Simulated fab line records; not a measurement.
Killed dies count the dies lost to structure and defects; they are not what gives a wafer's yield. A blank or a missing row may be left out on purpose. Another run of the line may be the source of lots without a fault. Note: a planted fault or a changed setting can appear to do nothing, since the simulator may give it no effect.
Matching of chambers ; flow rit_cmos ; RIT_SPACER_ETCHBACK_05 on rie_diel-04: 4 sister chambers
The step etches Si3N4 in SF6/CHF3, stops on SiO2, target depth 250 nm, time 240 s. 8 wafers are shown with their chamber, then 7 later ones without.

## WAFERS WITH THEIR CHAMBER
wafer;chamber;throttle_valve_pct (%);drypump_motor_current_A (A)
L764.3;1;10.43;6.5
L764.6;2;10.17;5.3
L767.3;1;10.44;6.5
L767.6;2;10.16;5.4
L770.5;0;10.32;6.5
L770.6;3;10.60;6.7
L773.2;0;10.30;6.6
L773.5;3;10.60;6.7

## WAFERS MISSING THEIR CHAMBER
wafer;throttle_valve_pct (%);drypump_motor_current_A (A)
L773.6;10.15;5.3
L777.1;10.59;6.7
L777.2;10.29;6.5
L777.5;10.16;5.3
L787.1;10.31;6.5
L787.2;10.60;6.7
L787.6;10.30;6.5

## CHAMBER TAKEN BY EACH
wafer;from the rows above;in truth
L773.6;2;2
L777.1;3;3
L777.2;0;0
L777.5;2;2
L787.1;0;0
L787.2;3;3
L787.6;0;0
Correctly placed: 7 of 7. From these rows, 0 cannot be placed. Wrongly placed: 0.
How it was worked out, from the rows above alone: a wafer's distance from a chamber is the root of the sum, over the readings, of the square of ((its reading less the chamber's mean) divided by the reading's scatter). If the next closest chamber is less than 2 further off than the closest, the wafer can't be placed; otherwise it belongs to the closest. A chamber's mean is the mean of its shown wafers. The scatter: the root of (the sum of the squares of (reading less its chamber's mean) over the shown wafers, divided by (wafers less chambers)).
